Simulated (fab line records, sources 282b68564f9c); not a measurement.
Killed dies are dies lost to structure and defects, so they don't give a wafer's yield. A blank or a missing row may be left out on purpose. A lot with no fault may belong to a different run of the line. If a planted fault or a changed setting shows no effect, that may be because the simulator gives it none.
fab line records || flow rit-cmos
record: {"lots": 6, "wafers": 18, "last-day": 6}
route steps=202 shown NRETRO@54 PRETRO@64 M1@202
lots that met no fault: taken from a fault-free run of the same line
start-h: hours from the record's first day to the start of the lot's first wafer shown || wait-h: hours from the lot's prior step to this one || " identical to the entry in the row above || L1.1+2: several wafers, shown together as one row || - no value, or no start given || * or withheld: withheld || < > ~ a bound
route shown NAME@n: names a module that has steps shown in the file, with the first one's number in the route || usual: average and standard deviation across the fault-free wafers || same: alike in all rows || chamber/n: place in a boat || sites: the reading at each site || _std_site: standard deviation of those values || _edge_site: inner sites' mean taken away from outer sites' mean || radius-mm: how far each site lies from the wafer's centre || mask NAME#n: copy n || behind: the last tool/chamber to shape the wafer || hold: why the lot went on hold/how many hours it stayed there/how the hold came to an end || device: names the non-switching transistor (n, p or np) || end of line: the route-end tests of the same wafers || step lacking rows: just its recipe || killed: not the wafer's yield, but the dies lost to structure and defects at the first sort || map: per-die view of a wafer (x killed, . not killed, _ where there is no die)
set.NAME: the setting the step ran with; set.NAME@STEP: the setting that earlier step ran with || model.NAME: the simulator's own value behind a step, which no gauge read
lots at some steps of the route; a table a step, a row a wafer
services: a tool's chamber out of use, with start hour (start-h, from the record's first day; less than 0 if before it), hours out, and reason
== steps ==
step: RIT_NRETRO_COAT_01
recipe: {"resist": "NOVOLAK", "spin-rpm": 2000, "resist-thk-nm": 1300}
step: RIT_NRETRO_SOFTBAKE_02
recipe: {"resist": "NOVOLAK", "temp-c": 90, "time-s": 60}
step: RIT_NRETRO_EXPOSE_03
recipe: {"mask-id": "M4", "na": 0.57, "target-cd-nm": 43900, "dose-mj": 250}
step: RIT_NRETRO_PEB_04
recipe: {"resist": "NOVOLAK", "temp-c": "withheld", "time-s": "withheld"}
step: RIT_NRETRO_DEVELOP_05
recipe: {"resist": "NOVOLAK", "develop-time-s": 68, "dev-temp-c": 23}
step: RIT_NRETRO_OVL_MEAS_06
usual: {"NRETRO_OVL": "0.0/1"}
{"lot.wafer": "L573.3", "tool": "overlay-02", "chamber": "-", "start-h": 45.31, "wait-h": "-", "NRETRO_OVL[nm]": 0.2}
{"lot.wafer": "L573.4", "tool": "overlay-02", "chamber": "-", "start-h": 45.31, "wait-h": "-", "NRETRO_OVL[nm]": -1.2}
{"lot.wafer": "L573.5", "tool": "overlay-02", "chamber": "-", "start-h": 45.31, "wait-h": "-", "NRETRO_OVL[nm]": -1.0}
{"lot.wafer": "L574.2", "tool": "overlay-01", "chamber": "-", "start-h": 50.98, "wait-h": "-", "NRETRO_OVL[nm]": 1.4}
{"lot.wafer": "L574.3", "tool": "overlay-01", "chamber": "-", "start-h": 50.98, "wait-h": "-", "NRETRO_OVL[nm]": 0.3}
{"lot.wafer": "L574.6", "tool": "overlay-01", "chamber": "-", "start-h": 50.98, "wait-h": "-", "NRETRO_OVL[nm]": 1.4}
{"lot.wafer": "L583.1", "tool": "overlay-02", "chamber": "-", "start-h": 94.11, "wait-h": "-", "NRETRO_OVL[nm]": -0.8}
{"lot.wafer": "L583.3", "tool": "overlay-02", "chamber": "-", "start-h": 94.11, "wait-h": "-", "NRETRO_OVL[nm]": -0.3}
{"lot.wafer": "L583.6", "tool": "overlay-02", "chamber": "-", "start-h": 94.11, "wait-h": "-", "NRETRO_OVL[nm]": 1.0}
{"lot.wafer": "L584.1", "tool": "overlay-01", "chamber": "-", "start-h": 99.20, "wait-h": "-", "NRETRO_OVL[nm]": 0.7}
{"lot.wafer": "L584.4", "tool": "overlay-01", "chamber": "-", "start-h": 99.20, "wait-h": "-", "NRETRO_OVL[nm]": 0.9}
{"lot.wafer": "L584.5", "tool": "overlay-01", "chamber": "-", "start-h": 99.20, "wait-h": "-", "NRETRO_OVL[nm]": -0.4}
{"lot.wafer": "L585.2", "tool": "overlay-01", "chamber": "-", "start-h": 104.44, "wait-h": "-", "NRETRO_OVL[nm]": 1.6}
{"lot.wafer": "L585.3", "tool": "overlay-01", "chamber": "-", "start-h": 104.44, "wait-h": "-", "NRETRO_OVL[nm]": -0.8}
{"lot.wafer": "L585.5", "tool": "overlay-01", "chamber": "-", "start-h": 104.44, "wait-h": "-", "NRETRO_OVL[nm]": 1.3}
{"lot.wafer": "L587.1", "tool": "overlay-01", "chamber": "-", "start-h": 114.55, "wait-h": "-", "NRETRO_OVL[nm]": 0.3}
{"lot.wafer": "L587.4", "tool": "overlay-01", "chamber": "-", "start-h": 114.55, "wait-h": "-", "NRETRO_OVL[nm]": -0.7}
{"lot.wafer": "L587.5", "tool": "overlay-01", "chamber": "-", "start-h": 114.55, "wait-h": "-", "NRETRO_OVL[nm]": 0.7}
step: RIT_NRETRO_HARDBAKE_07
recipe: {"resist": "NOVOLAK", "temp-c": 140, "time-s": 120}
step: RIT_NRETRO_IMPLANT_08
recipe: {"species": "P", "energy-kev": 70, "dose-cm2": 1.022e+13, "tilt-deg": 7}
step: RIT_NRETRO_STRIP_09
recipe: {"chemistry": "O2", "time-s": 180, "resist": "NOVOLAK", "platen-temp-c": "withheld", "power-w": 500, "pressure-mtorr": 4000, "o2-flow-sccm": 4000}
usual: {"drypump-motor-current-A": "5.72/0.23", "rf-refl-power-W": "6.7/2"}
{"lot.wafer": "L573.3", "tool": "plasma-asher-01", "chamber": 0, "start-h": 45.79, "wait-h": 0.1, "drypump-motor-current-A": 6.15, "rf-hours-counter-h": "-", "rf-refl-power-W": 9.7}
{"lot.wafer": "L573.4", "tool": "plasma-asher-01", "chamber": 1, "start-h": 45.79, "wait-h": 0.1, "drypump-motor-current-A": 5.76, "rf-hours-counter-h": "-", "rf-refl-power-W": 5.8}
{"lot.wafer": "L573.5", "tool": "plasma-asher-01", "chamber": 0, "start-h": 45.79, "wait-h": 0.1, "drypump-motor-current-A": 6.18, "rf-hours-counter-h": "-", "rf-refl-power-W": 9.7}
{"lot.wafer": "L574.2", "tool": "plasma-asher-02", "chamber": 1, "start-h": 51.41, "wait-h": 0.1, "drypump-motor-current-A": 5.55, "rf-hours-counter-h": 32, "rf-refl-power-W": 5.9}
{"lot.wafer": "L574.3", "tool": "plasma-asher-02", "chamber": 0, "start-h": 51.41, "wait-h": 0.1, "drypump-motor-current-A": 5.63, "rf-hours-counter-h": "-", "rf-refl-power-W": 4.7}
{"lot.wafer": "L574.6", "tool": "plasma-asher-02", "chamber": 1, "start-h": 51.41, "wait-h": 0.1, "drypump-motor-current-A": 5.55, "rf-hours-counter-h": "-", "rf-refl-power-W": 5.5}
{"lot.wafer": "L583.1", "tool": "plasma-asher-02", "chamber": 1, "start-h": 94.55, "wait-h": 0.1, "drypump-motor-current-A": 5.53, "rf-hours-counter-h": 37, "rf-refl-power-W": 6.0}
{"lot.wafer": "L583.3", "tool": "plasma-asher-02", "chamber": 0, "start-h": 94.55, "wait-h": 0.1, "drypump-motor-current-A": 5.62, "rf-hours-counter-h": "-", "rf-refl-power-W": 4.8}
{"lot.wafer": "L583.6", "tool": "plasma-asher-02", "chamber": 0, "start-h": 94.55, "wait-h": 0.1, "drypump-motor-current-A": 5.61, "rf-hours-counter-h": "-", "rf-refl-power-W": 4.9}
{"lot.wafer": "L584.1", "tool": "plasma-asher-02", "chamber": 1, "start-h": 99.63, "wait-h": 0.1, "drypump-motor-current-A": 5.57, "rf-hours-counter-h": 38, "rf-refl-power-W": 6.0}
{"lot.wafer": "L584.4", "tool": "plasma-asher-02", "chamber": 0, "start-h": 99.63, "wait-h": 0.1, "drypump-motor-current-A": 5.67, "rf-hours-counter-h": "-", "rf-refl-power-W": 4.8}
{"lot.wafer": "L584.5", "tool": "plasma-asher-02", "chamber": 1, "start-h": 99.63, "wait-h": 0.1, "drypump-motor-current-A": 5.51, "rf-hours-counter-h": "-", "rf-refl-power-W": 5.8}
{"lot.wafer": "L585.2", "tool": "plasma-asher-01", "chamber": 0, "start-h": 104.87, "wait-h": 0.1, "drypump-motor-current-A": 6.17, "rf-hours-counter-h": 34, "rf-refl-power-W": 9.7}
{"lot.wafer": "L585.3", "tool": "plasma-asher-01", "chamber": 1, "start-h": 104.87, "wait-h": 0.1, "drypump-motor-current-A": 5.77, "rf-hours-counter-h": "-", "rf-refl-power-W": 5.5}
{"lot.wafer": "L585.5", "tool": "plasma-asher-01", "chamber": 1, "start-h": 104.87, "wait-h": 0.1, "drypump-motor-current-A": 5.75, "rf-hours-counter-h": "-", "rf-refl-power-W": 5.6}
{"lot.wafer": "L587.1", "tool": "plasma-asher-03", "chamber": 0, "start-h": 114.98, "wait-h": 0.1, "drypump-motor-current-A": 5.95, "rf-hours-counter-h": 48, "rf-refl-power-W": 8.8}
{"lot.wafer": "L587.4", "tool": "plasma-asher-03", "chamber": 1, "start-h": 114.98, "wait-h": 0.1, "drypump-motor-current-A": 5.46, "rf-hours-counter-h": "-", "rf-refl-power-W": 9.9}
{"lot.wafer": "L587.5", "tool": "plasma-asher-03", "chamber": 1, "start-h": 114.98, "wait-h": 0.1, "drypump-motor-current-A": 5.48, "rf-hours-counter-h": "-", "rf-refl-power-W": 9.6}
step: RIT_NRETRO_TW_MEAS_10
usual: {"NRETRO_TW": "1048/5.9"}
{"lot.wafer": "L573.3", "tool": "film-metro-03", "chamber": "-", "start-h": 45.92, "wait-h": 0.1, "NRETRO_TW": 1057}
{"lot.wafer": "L573.4", "tool": "film-metro-03", "chamber": "-", "start-h": 45.92, "wait-h": 0.1, "NRETRO_TW": 1055}
{"lot.wafer": "L573.5", "tool": "film-metro-03", "chamber": "-", "start-h": 45.92, "wait-h": 0.1, "NRETRO_TW": 1056}
{"lot.wafer": "L574.2", "tool": "film-metro-02", "chamber": "-", "start-h": 51.60, "wait-h": 0.1, "NRETRO_TW": 1042}
{"lot.wafer": "L574.3", "tool": "film-metro-02", "chamber": "-", "start-h": 51.60, "wait-h": 0.1, "NRETRO_TW": 1051}
{"lot.wafer": "L574.6", "tool": "film-metro-02", "chamber": "-", "start-h": 51.60, "wait-h": 0.1, "NRETRO_TW": 1043}
{"lot.wafer": "L583.1", "tool": "film-metro-04", "chamber": "-", "start-h": 94.73, "wait-h": 0.1, "NRETRO_TW": 1046}
{"lot.wafer": "L583.3", "tool": "film-metro-04", "chamber": "-", "start-h": 94.73, "wait-h": 0.1, "NRETRO_TW": 1035}
{"lot.wafer": "L583.6", "tool": "film-metro-04", "chamber": "-", "start-h": 94.73, "wait-h": 0.1, "NRETRO_TW": 1039}
{"lot.wafer": "L584.1", "tool": "film-metro-04", "chamber": "-", "start-h": 99.81, "wait-h": 0.1, "NRETRO_TW": 1052}
{"lot.wafer": "L584.4", "tool": "film-metro-04", "chamber": "-", "start-h": 99.81, "wait-h": 0.1, "NRETRO_TW": 1047}
{"lot.wafer": "L584.5", "tool": "film-metro-04", "chamber": "-", "start-h": 99.81, "wait-h": 0.1, "NRETRO_TW": 1051}
{"lot.wafer": "L585.2", "tool": "film-metro-04", "chamber": "-", "start-h": 105.06, "wait-h": 0.1, "NRETRO_TW": 1055}
{"lot.wafer": "L585.3", "tool": "film-metro-04", "chamber": "-", "start-h": 105.06, "wait-h": 0.1, "NRETRO_TW": 1051}
{"lot.wafer": "L585.5", "tool": "film-metro-04", "chamber": "-", "start-h": 105.06, "wait-h": 0.1, "NRETRO_TW": 1044}
{"lot.wafer": "L587.1", "tool": "film-metro-04", "chamber": "-", "start-h": 115.16, "wait-h": 0.1, "NRETRO_TW": 1051}
{"lot.wafer": "L587.4", "tool": "film-metro-04", "chamber": "-", "start-h": 115.16, "wait-h": 0.1, "NRETRO_TW": 1048}
{"lot.wafer": "L587.5", "tool": "film-metro-04", "chamber": "-", "start-h": 115.16, "wait-h": 0.1, "NRETRO_TW": 1052}
step: RIT_PRETRO_HMDS_00
recipe: {"prime-time-s": 60, "prime-temp-c": 140}
step: RIT_PRETRO_COAT_01
recipe: {"resist": "NOVOLAK", "spin-rpm": 2041, "resist-thk-nm": 1300}
step: RIT_PRETRO_SOFTBAKE_02
recipe: {"resist": "NOVOLAK", "temp-c": 90, "time-s": 60}
usual: {"chill-plate-temp-C": "22.98/0.095", "exhaust-pa": "45.0/0.99", "heater-power-total-W": "34.56/0.048", "plate-temp-C": "89.99/0.12"}
{"lot.wafer": "L573.3", "tool": "litho-track-02", "chamber": 0, "start-h": 46.31, "wait-h": 0.1, "chill-plate-temp-C": 23.02, "exhaust-pa": 45.5, "heater-power-total-W": 34.50, "plate-temp-C": 89.85, "model.NOVOLAK_of_PRETRO_COAT_01.thk-nm": 1290}
{"lot.wafer": "L573.4", "tool": "litho-track-02", "chamber": 0, "start-h": 46.31, "wait-h": 0.1, "chill-plate-temp-C": 22.98, "exhaust-pa": 46.9, "heater-power-total-W": 34.52, "plate-temp-C": 89.83, "model.NOVOLAK_of_PRETRO_COAT_01.thk-nm": 1287}
{"lot.wafer": "L573.5", "tool": "litho-track-02", "chamber": 0, "start-h": 46.31, "wait-h": 0.1, "chill-plate-temp-C": 23.01, "exhaust-pa": 47.8, "heater-power-total-W": 34.53, "plate-temp-C": 89.97, "model.NOVOLAK_of_PRETRO_COAT_01.thk-nm": 1288}
{"lot.wafer": "L574.2", "tool": "litho-track-03", "chamber": 0, "start-h": 51.97, "wait-h": 0.1, "chill-plate-temp-C": 22.87, "exhaust-pa": 44.4, "heater-power-total-W": 34.54, "plate-temp-C": 89.97, "model.NOVOLAK_of_PRETRO_COAT_01.thk-nm": 1285}
{"lot.wafer": "L574.3", "tool": "litho-track-03", "chamber": 0, "start-h": 51.97, "wait-h": 0.1, "chill-plate-temp-C": 22.83, "exhaust-pa": 43.5, "heater-power-total-W": 34.55, "plate-temp-C": 89.86, "model.NOVOLAK_of_PRETRO_COAT_01.thk-nm": 1289}
{"lot.wafer": "L574.6", "tool": "litho-track-03", "chamber": 0, "start-h": 51.97, "wait-h": 0.1, "chill-plate-temp-C": 22.96, "exhaust-pa": 45.2, "heater-power-total-W": 34.52, "plate-temp-C": 89.91, "model.NOVOLAK_of_PRETRO_COAT_01.thk-nm": 1289}
{"lot.wafer": "L583.1", "tool": "litho-track-03", "chamber": 0, "start-h": 95.09, "wait-h": 0.1, "chill-plate-temp-C": 22.92, "exhaust-pa": 44.4, "heater-power-total-W": 35.60, "plate-temp-C": 91.95, "model.NOVOLAK_of_PRETRO_COAT_01.thk-nm": 1278}
{"lot.wafer": "L583.3", "tool": "litho-track-03", "chamber": 0, "start-h": 95.09, "wait-h": 0.1, "chill-plate-temp-C": 22.96, "exhaust-pa": 43.9, "heater-power-total-W": 35.60, "plate-temp-C": 91.97, "model.NOVOLAK_of_PRETRO_COAT_01.thk-nm": 1278}
{"lot.wafer": "L583.6", "tool": "litho-track-03", "chamber": 0, "start-h": 95.09, "wait-h": 0.1, "chill-plate-temp-C": 22.94, "exhaust-pa": 44.0, "heater-power-total-W": 35.60, "plate-temp-C": 91.77, "model.NOVOLAK_of_PRETRO_COAT_01.thk-nm": 1278}
{"lot.wafer": "L584.1", "tool": "litho-track-03", "chamber": 0, "start-h": 100.17, "wait-h": 0.1, "chill-plate-temp-C": 23.09, "exhaust-pa": 45.2, "heater-power-total-W": 35.48, "plate-temp-C": 91.93, "model.NOVOLAK_of_PRETRO_COAT_01.thk-nm": 1281}
{"lot.wafer": "L584.4", "tool": "litho-track-03", "chamber": 0, "start-h": 100.17, "wait-h": 0.1, "chill-plate-temp-C": 22.88, "exhaust-pa": 45.6, "heater-power-total-W": 35.56, "plate-temp-C": 91.94, "model.NOVOLAK_of_PRETRO_COAT_01.thk-nm": 1279}
{"lot.wafer": "L584.5", "tool": "litho-track-03", "chamber": 0, "start-h": 100.17, "wait-h": 0.1, "chill-plate-temp-C": 23.02, "exhaust-pa": 46.0, "heater-power-total-W": 35.59, "plate-temp-C": 92.27, "model.NOVOLAK_of_PRETRO_COAT_01.thk-nm": 1278}
{"lot.wafer": "L585.2", "tool": "litho-track-01", "chamber": 0, "start-h": 105.43, "wait-h": 0.1, "chill-plate-temp-C": 22.97, "exhaust-pa": 44.8, "heater-power-total-W": 34.59, "plate-temp-C": 89.99, "model.NOVOLAK_of_PRETRO_COAT_01.thk-nm": 1281}
{"lot.wafer": "L585.3", "tool": "litho-track-01", "chamber": 0, "start-h": 105.43, "wait-h": 0.1, "chill-plate-temp-C": 22.91, "exhaust-pa": 45.0, "heater-power-total-W": 34.56, "plate-temp-C": 90.07, "model.NOVOLAK_of_PRETRO_COAT_01.thk-nm": 1284}
{"lot.wafer": "L585.5", "tool": "litho-track-01", "chamber": 0, "start-h": 105.43, "wait-h": 0.1, "chill-plate-temp-C": 22.95, "exhaust-pa": 45.2, "heater-power-total-W": 34.59, "plate-temp-C": 90.06, "model.NOVOLAK_of_PRETRO_COAT_01.thk-nm": 1286}
{"lot.wafer": "L587.1", "tool": "litho-track-02", "chamber": 0, "start-h": 115.52, "wait-h": 0.1, "chill-plate-temp-C": 22.87, "exhaust-pa": 43.8, "heater-power-total-W": 34.60, "plate-temp-C": 89.88, "model.NOVOLAK_of_PRETRO_COAT_01.thk-nm": 1284}
{"lot.wafer": "L587.4", "tool": "litho-track-02", "chamber": 0, "start-h": 115.52, "wait-h": 0.1, "chill-plate-temp-C": 22.85, "exhaust-pa": 44.9, "heater-power-total-W": 34.59, "plate-temp-C": 89.90, "model.NOVOLAK_of_PRETRO_COAT_01.thk-nm": 1287}
{"lot.wafer": "L587.5", "tool": "litho-track-02", "chamber": 0, "start-h": 115.52, "wait-h": 0.1, "chill-plate-temp-C": 22.92, "exhaust-pa": 44.8, "heater-power-total-W": 34.55, "plate-temp-C": 89.88, "model.NOVOLAK_of_PRETRO_COAT_01.thk-nm": 1285}
step: RIT_PRETRO_EXPOSE_03
recipe: {"mask-id": "M5", "na": 0.57, "target-cd-nm": 43700, "dose-mj": 250}
step: RIT_PRETRO_PEB_04
recipe: {"resist": "NOVOLAK", "temp-c": "withheld", "time-s": "withheld"}
step: RIT_PRETRO_DEVELOP_05
recipe: {"resist": "NOVOLAK", "develop-time-s": 68, "dev-temp-c": 23}
usual: {"chill-plate-temp-C": "22.97/0.092", "exhaust-pa": "44.9/0.82"}
{"lot.wafer": "L573.3", "tool": "litho-track-02", "chamber": 0, "start-h": "-", "wait-h": "-", "chill-plate-temp-C": 22.87, "exhaust-pa": 45.4, "model.NOVOLAK_of_PRETRO_COAT_01.thk-nm": 1290}
{"lot.wafer": "L573.4", "tool": "litho-track-02", "chamber": 0, "start-h": "-", "wait-h": "-", "chill-plate-temp-C": 23.03, "exhaust-pa": 44.6, "model.NOVOLAK_of_PRETRO_COAT_01.thk-nm": 1286}
{"lot.wafer": "L573.5", "tool": "litho-track-02", "chamber": 0, "start-h": "-", "wait-h": "-", "chill-plate-temp-C": 22.97, "exhaust-pa": 44.0, "model.NOVOLAK_of_PRETRO_COAT_01.thk-nm": 1287}
{"lot.wafer": "L574.2", "tool": "litho-track-03", "chamber": 0, "start-h": "-", "wait-h": "-", "chill-plate-temp-C": 22.99, "exhaust-pa": 47.3, "model.NOVOLAK_of_PRETRO_COAT_01.thk-nm": 1285}
{"lot.wafer": "L574.3", "tool": "litho-track-03", "chamber": 0, "start-h": "-", "wait-h": "-", "chill-plate-temp-C": 23.07, "exhaust-pa": 45.5, "model.NOVOLAK_of_PRETRO_COAT_01.thk-nm": 1288}
{"lot.wafer": "L574.6", "tool": "litho-track-03", "chamber": 0, "start-h": "-", "wait-h": "-", "chill-plate-temp-C": 22.91, "exhaust-pa": 47.6, "model.NOVOLAK_of_PRETRO_COAT_01.thk-nm": 1288}
{"lot.wafer": "L583.1", "tool": "litho-track-03", "chamber": 0, "start-h": "-", "wait-h": "-", "chill-plate-temp-C": 22.94, "exhaust-pa": 45.2, "model.NOVOLAK_of_PRETRO_COAT_01.thk-nm": 1278}
{"lot.wafer": "L583.3", "tool": "litho-track-03", "chamber": 0, "start-h": "-", "wait-h": "-", "chill-plate-temp-C": 22.95, "exhaust-pa": 43.9, "model.NOVOLAK_of_PRETRO_COAT_01.thk-nm": 1277}
{"lot.wafer": "L583.6", "tool": "litho-track-03", "chamber": 0, "start-h": "-", "wait-h": "-", "chill-plate-temp-C": 23.07, "exhaust-pa": 45.1, "model.NOVOLAK_of_PRETRO_COAT_01.thk-nm": 1278}
{"lot.wafer": "L584.1", "tool": "litho-track-02", "chamber": 0, "start-h": "-", "wait-h": "-", "chill-plate-temp-C": 22.80, "exhaust-pa": 45.0, "model.NOVOLAK_of_PRETRO_COAT_01.thk-nm": 1280}
{"lot.wafer": "L584.4", "tool": "litho-track-02", "chamber": 0, "start-h": "-", "wait-h": "-", "chill-plate-temp-C": 22.85, "exhaust-pa": 44.9, "model.NOVOLAK_of_PRETRO_COAT_01.thk-nm": 1279}
{"lot.wafer": "L584.5", "tool": "litho-track-02", "chamber": 0, "start-h": "-", "wait-h": "-", "chill-plate-temp-C": 22.93, "exhaust-pa": 46.0, "model.NOVOLAK_of_PRETRO_COAT_01.thk-nm": 1277}
{"lot.wafer": "L585.2", "tool": "litho-track-02", "chamber": 0, "start-h": "-", "wait-h": "-", "chill-plate-temp-C": 22.88, "exhaust-pa": 45.4, "model.NOVOLAK_of_PRETRO_COAT_01.thk-nm": 1280}
{"lot.wafer": "L585.3", "tool": "litho-track-02", "chamber": 0, "start-h": "-", "wait-h": "-", "chill-plate-temp-C": 23.12, "exhaust-pa": 44.7, "model.NOVOLAK_of_PRETRO_COAT_01.thk-nm": 1284}
{"lot.wafer": "L585.5", "tool": "litho-track-02", "chamber": 0, "start-h": "-", "wait-h": "-", "chill-plate-temp-C": 22.89, "exhaust-pa": 44.0, "model.NOVOLAK_of_PRETRO_COAT_01.thk-nm": 1285}
{"lot.wafer": "L587.1", "tool": "litho-track-01", "chamber": 0, "start-h": "-", "wait-h": "-", "chill-plate-temp-C": 23.06, "exhaust-pa": 46.0, "model.NOVOLAK_of_PRETRO_COAT_01.thk-nm": 1284}
{"lot.wafer": "L587.4", "tool": "litho-track-01", "chamber": 0, "start-h": "-", "wait-h": "-", "chill-plate-temp-C": 22.99, "exhaust-pa": 44.8, "model.NOVOLAK_of_PRETRO_COAT_01.thk-nm": 1287}
{"lot.wafer": "L587.5", "tool": "litho-track-01", "chamber": 0, "start-h": "-", "wait-h": "-", "chill-plate-temp-C": 23.02, "exhaust-pa": 45.4, "model.NOVOLAK_of_PRETRO_COAT_01.thk-nm": 1285}
step: RIT_PRETRO_OVL_MEAS_06
usual: {"PRETRO_OVL": "1.0/1.1"}
{"lot.wafer": "L573.3", "tool": "overlay-01", "chamber": "-", "start-h": 46.98, "wait-h": "-", "PRETRO_OVL[nm]": 1.3}
{"lot.wafer": "L573.4", "tool": "overlay-01", "chamber": "-", "start-h": 46.98, "wait-h": "-", "PRETRO_OVL[nm]": 1.6}
{"lot.wafer": "L573.5", "tool": "overlay-01", "chamber": "-", "start-h": 46.98, "wait-h": "-", "PRETRO_OVL[nm]": 1.1}
{"lot.wafer": "L574.2", "tool": "overlay-01", "chamber": "-", "start-h": 52.66, "wait-h": "-", "PRETRO_OVL[nm]": 2.3}
{"lot.wafer": "L574.3", "tool": "overlay-01", "chamber": "-", "start-h": 52.66, "wait-h": "-", "PRETRO_OVL[nm]": 1.9}
{"lot.wafer": "L574.6", "tool": "overlay-01", "chamber": "-", "start-h": 52.66, "wait-h": "-", "PRETRO_OVL[nm]": 2.6}
{"lot.wafer": "L583.1", "tool": "overlay-01", "chamber": "-", "start-h": 95.67, "wait-h": "-", "PRETRO_OVL[nm]": 2.8}
{"lot.wafer": "L583.3", "tool": "overlay-01", "chamber": "-", "start-h": 95.67, "wait-h": "-", "PRETRO_OVL[nm]": 2.9}
{"lot.wafer": "L583.6", "tool": "overlay-01", "chamber": "-", "start-h": 95.67, "wait-h": "-", "PRETRO_OVL[nm]": 2.1}
{"lot.wafer": "L584.1", "tool": "overlay-01", "chamber": "-", "start-h": 100.96, "wait-h": "-", "PRETRO_OVL[nm]": 1.1}
{"lot.wafer": "L584.4", "tool": "overlay-01", "chamber": "-", "start-h": 100.96, "wait-h": "-", "PRETRO_OVL[nm]": 2.0}
{"lot.wafer": "L584.5", "tool": "overlay-01", "chamber": "-", "start-h": 100.96, "wait-h": "-", "PRETRO_OVL[nm]": 2.6}
{"lot.wafer": "L585.2", "tool": "overlay-01", "chamber": "-", "start-h": 106.13, "wait-h": "-", "PRETRO_OVL[nm]": 1.2}
{"lot.wafer": "L585.3", "tool": "overlay-01", "chamber": "-", "start-h": 106.13, "wait-h": "-", "PRETRO_OVL[nm]": 1.7}
{"lot.wafer": "L585.5", "tool": "overlay-01", "chamber": "-", "start-h": 106.13, "wait-h": "-", "PRETRO_OVL[nm]": 0.4}
{"lot.wafer": "L587.1", "tool": "overlay-01", "chamber": "-", "start-h": 116.27, "wait-h": "-", "PRETRO_OVL[nm]": 0.8}
{"lot.wafer": "L587.4", "tool": "overlay-01", "chamber": "-", "start-h": 116.27, "wait-h": "-", "PRETRO_OVL[nm]": 0.5}
{"lot.wafer": "L587.5", "tool": "overlay-01", "chamber": "-", "start-h": 116.27, "wait-h": "-", "PRETRO_OVL[nm]": 1.2}
step: RIT_M1_PROBE_99
usual: {"killed-at-contacts": "0.1/0.24", "killed-at-front-end": "7/3", "killed-dies": "7/3", "killed-open": "3.2/1.8", "killed-short": "3.5/2.1"}
same: {"gross-dies": 264, "killed_at_M0_to_M3": 0, "killed_at_M4_up": 0, "killed-at-back-side": 0, "killed-at-other": 0}
{"lot.wafer": "L573.3", "tool": "prober-02", "chamber": "-", "start-h": 73.06, "wait-h": 0.2, "killed-at-contacts": 0, "killed-at-front-end": 4, "killed-dies": 4, "killed-open": 1, "killed-short": 3}
{"lot.wafer": "L573.4", "tool": "prober-02", "chamber": "-", "start-h": 73.11, "wait-h": 0.2, "killed-at-contacts": 0, "killed-at-front-end": 7, "killed-dies": 7, "killed-open": 5, "killed-short": 2}
{"lot.wafer": "L573.5", "tool": "prober-02", "chamber": "-", "start-h": 73.16, "wait-h": 0.2, "killed-at-contacts": 1, "killed-at-front-end": 5, "killed-dies": 6, "killed-open": 1, "killed-short": 5}
killed by level:class
L573.3 GATE:geometric-particle:short=1 REOX:geometric-particle:short=1 SPACER:geometric-particle:short=1 SILICIDE:geometric-particle:open=1
L573.4 REOX:geometric-particle:open=2 FOX1:geometric-particle:open=1 FOX1:geometric-particle:short=1 GATE:geometric-particle:open=1 SILICIDE:geometric-particle:short=1 SILICIDE:geometric-particle:open=1
L573.5 REOX:geometric-particle:short=2 GATE:geometric-particle:short=1 SILICIDE:geometric-particle:short=1 SILICIDE:geometric-particle:open=1 CONTACT:geometric-particle:short=1
== services ==
{"tool": "plasma-asher-03", "chamber": "-", "start-h": 25.21, "hours": 1.6, "kind": "repair"}
{"tool": "plasma-asher-03", "chamber": "-", "start-h": 25.40, "hours": 3.0, "kind": "repair"}
{"tool": "plasma-asher-03", "chamber": "-", "start-h": 60.21, "hours": 2.8, "kind": "pm"}
{"tool": "plasma-asher-03", "chamber": "-", "start-h": 81.50, "hours": 28.1, "kind": "pm"}
{"tool": "plasma-asher-02", "chamber": "-", "start-h": 108.75, "hours": 9.0, "kind": "pm"}
{"tool": "plasma-asher-02", "chamber": 0, "start-h": 108.75, "hours": 9.0, "kind": "vent-cycle"}
{"tool": "plasma-asher-02", "chamber": 1, "start-h": 108.75, "hours": 9.0, "kind": "vent-cycle"}
== key ==
first-sign: {"step": "RIT_PRETRO_SOFTBAKE_02", "reading": "heater-power-total-W", "direction": "up", "sigmas": 21, "usual": 34.56, "struck": 35.57}
effect: {"step": "RIT_PRETRO_SOFTBAKE_02", "reading": "plate-temp-C", "direction": "up", "sigmas": 16, "usual": "*", "struck": "*"}
model-effect: {"step": "RIT_PRETRO_SOFTBAKE_02", "value": "NOVOLAK_of_PRETRO_COAT_01.thk-nm", "without": 1285, "struck": 1279}
model-effect: {"step": "RIT_PRETRO_DEVELOP_05", "value": "NOVOLAK_of_PRETRO_COAT_01.thk-nm", "without": 1285, "struck": 1278}
met-at RIT_PRETRO_SOFTBAKE_02
struck-wafers L583.1,L583.3,L583.6,L584.1,L584.4,L584.5
tester-left-out L583,L584
onset-between 51.97 95.09
fault: {"kind": "process-parameter-drift", "tool": "litho-track-03", "chamber": "-", "onset-h": 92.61, "steps": "RIT_PRETRO_SOFTBAKE_02", "channel": "temp-c", "offset": "*", "shape": "step", "end-h": 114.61, "acts-in": "*", "stated": "*"}
tester-left-out: of these lots the tester's yield and bins aren't shown, on N5 and GAA mostly nor the transistor test; their killed dies are dies lost to structure and defects alone, not to doping, threshold or leakage, so they don't give the yield
